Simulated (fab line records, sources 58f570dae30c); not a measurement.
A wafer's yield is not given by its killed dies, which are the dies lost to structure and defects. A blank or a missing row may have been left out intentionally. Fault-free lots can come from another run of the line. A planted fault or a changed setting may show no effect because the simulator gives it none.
Check for tools in common | flow berkeley_cmos170 | Sample size 14 lots and 42 wafers

## WHAT PROMPTED THE OPENING
At UCB170_SILICIDE_RS_MEAS_02 the reading SILICIDE_TI_RS is flagged on 2 of 14 lots. Fault-free wafers read 26.0 ohm/sq, with a standard deviation of 0.31.
Rule: a lot is flagged in two cases, either no wafer of it has a number, or all its wafers with numbers fall more than 4 standard deviations from that mean. All remaining lots are regarded as sound.

lot  | measured     | on            | SILICIDE_TI_RS (ohm/sq), wafer by wafer | flag
L160 | day 6 10:47  | film_metro-02 | 26.2 25.8 26.1                          |
L161 | day 6 16:13  | film_metro-02 | 26.4 26.3 26.4                          |
L164 | day 7 05:24  | film_metro-03 | 25.6 25.7 25.9                          |
L165 | day 7 13:50  | film_metro-02 | 26.0 26.3 26.1                          |
L166 | day 7 14:13  | film_metro-02 | 26.0 26.3 26.0                          |
L168 | day 7 14:19  | film_metro-03 | 26.2 26.3 26.4                          |
L169 | day 8 07:29  | film_metro-02 | 26.5 26.6 26.2                          |
L171 | day 8 22:31  | film_metro-03 | 25.4 25.6 25.5                          |
L173 | day 9 09:47  | film_metro-03 | 26.2 26.2 26.1                          |
L176 | day 10 08:48 | film_metro-02 | 34.0 33.5 33.8                          | FLAGGED
L177 | day 10 11:34 | film_metro-02 | 26.0 25.5 26.0                          |
L178 | day 10 13:47 | film_metro-02 | 33.8 33.7 34.0                          | FLAGGED
L180 | day 10 22:45 | film_metro-02 | 26.0 26.2 26.7                          |
L181 | day 10 23:05 | film_metro-01 | 25.5 25.9 25.7                          |
The mean of the flagged lots' numbers is 33.8 ohm/sq, +7.8 ohm/sq from the usual (+25 standard deviations).

## WHICH TOOL EACH LOT WENT THROUGH
Before the reading, the record contains 2 process steps out of a 331-step route. Every cell lists first the tool, next ch and the chambers used by the sampled wafers, and last the start.
lot  | flag    | UCB170_SPACER_ETCHBACK_03          | UCB170_SILICIDE_SPUTTER_01
L160 |         | rie_diel-02 ch 0,1,2, day 6 01:58  | pvd_sputter-01, day 6 10:46
L161 |         | rie_diel-01 ch 0,1,3, day 6 10:23  | pvd_sputter-03, day 6 16:10
L164 |         | rie_diel-01 ch 0,1,3, day 6 23:37  | pvd_sputter-03, day 7 05:22
L165 |         | rie_diel-02 ch 0,2,3, day 7 08:16  | pvd_sputter-04, day 7 13:48
L166 |         | rie_diel-01 ch 1,2,3, day 7 08:16  | pvd_sputter-01, day 7 14:11
L168 |         | rie_diel-04 ch 0,1,3, day 7 08:16  | pvd_sputter-03, day 7 14:15
L169 |         | rie_diel-01 ch 0,2,3, day 8 01:50  | pvd_sputter-03, day 8 07:27
L171 |         | rie_diel-02 ch 0,3, day 8 17:13    | pvd_sputter-01, day 8 22:28
L173 |         | rie_diel-04 ch 0,1, day 9 04:44    | pvd_sputter-04, day 9 09:44
L176 | FLAGGED | rie_diel-01 ch 0,1,2, day 10 03:35 | pvd_sputter-04, day 10 08:45
L177 |         | rie_diel-04 ch 0,1,3, day 10 03:35 | pvd_sputter-03, day 10 11:32
L178 | FLAGGED | rie_diel-04 ch 0,1, day 10 05:05   | pvd_sputter-04, day 10 13:44
L180 |         | rie_diel-01 ch 1,2,3, day 10 15:37 | pvd_sputter-03, day 10 22:41
L181 |         | rie_diel-02 ch 0,2,3, day 10 15:37 | pvd_sputter-01, day 10 23:02
What the steps here do:
- UCB170_SPACER_ETCHBACK_03: etches SiO2 in CHF3/CF4/Ar, stops on Si, target depth 376 nm, time 100 s.
- UCB170_SILICIDE_SPUTTER_01: material Ti, target thk 30 nm, time 25 s.
- UCB170_SILICIDE_RS_MEAS_02: measures by four-point-probe.

## FLAGGED OVER TOTAL, TOOL BY TOOL (the gauges that took the reading come last)
step                       | tool           | lots run | flagged | share of the flagged lots | sound lots run after its first flagged lot
UCB170_SPACER_ETCHBACK_03  | rie_diel-01    | 6        | 1       | some                      | 1 (L180)
UCB170_SPACER_ETCHBACK_03  | rie_diel-02    | 4        | 0       | none                      | -
UCB170_SPACER_ETCHBACK_03  | rie_diel-04    | 4        | 1       | some                      | 0
UCB170_SILICIDE_SPUTTER_01 | pvd_sputter-01 | 4        | 0       | none                      | -
UCB170_SILICIDE_SPUTTER_01 | pvd_sputter-03 | 6        | 0       | none                      | -
UCB170_SILICIDE_SPUTTER_01 | pvd_sputter-04 | 4        | 2       | all                       | 0
UCB170_SILICIDE_RS_MEAS_02 | film_metro-01  | 1        | 0       | none                      | -
UCB170_SILICIDE_RS_MEAS_02 | film_metro-02  | 9        | 2       | all                       | 2 (L177,L180)
UCB170_SILICIDE_RS_MEAS_02 | film_metro-03  | 4        | 0       | none                      | -

## WHAT THE TABLE PERMITS
Every flagged lot went through 2 rows of the table: pvd_sputter-04 at UCB170_SILICIDE_SPUTTER_01 and film_metro-02 at UCB170_SILICIDE_RS_MEAS_02.
- pvd_sputter-04 at UCB170_SILICIDE_SPUTTER_01: 2 of its 4 lots flagged. It ran its last sound lot, L173, at day 9 09:44 and its first flagged lot, L176, at day 10 08:45: a fault with its onset between the two fits. Its own readings lie more than 4 standard deviations out on every wafer of the flagged lots: chamber_pressure_pa.
- film_metro-02 at UCB170_SILICIDE_RS_MEAS_02: 2 of its 9 lots flagged. After the first flagged lot (L177, L180), sound lots still ran on it; a lasting fault on the whole tool would not permit that.
Left over: one tool, pvd_sputter-04 at UCB170_SILICIDE_SPUTTER_01.

## WHAT THE SIMULATOR HAD PUT IN
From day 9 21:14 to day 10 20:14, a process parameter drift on pvd_sputter-04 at UCB170_SILICIDE_SPUTTER_01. A move of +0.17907 in setting chamber_pressure_pa, from 0.5. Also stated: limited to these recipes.
Shown lots that were struck: L176, L178. This agrees with what the rule above found.
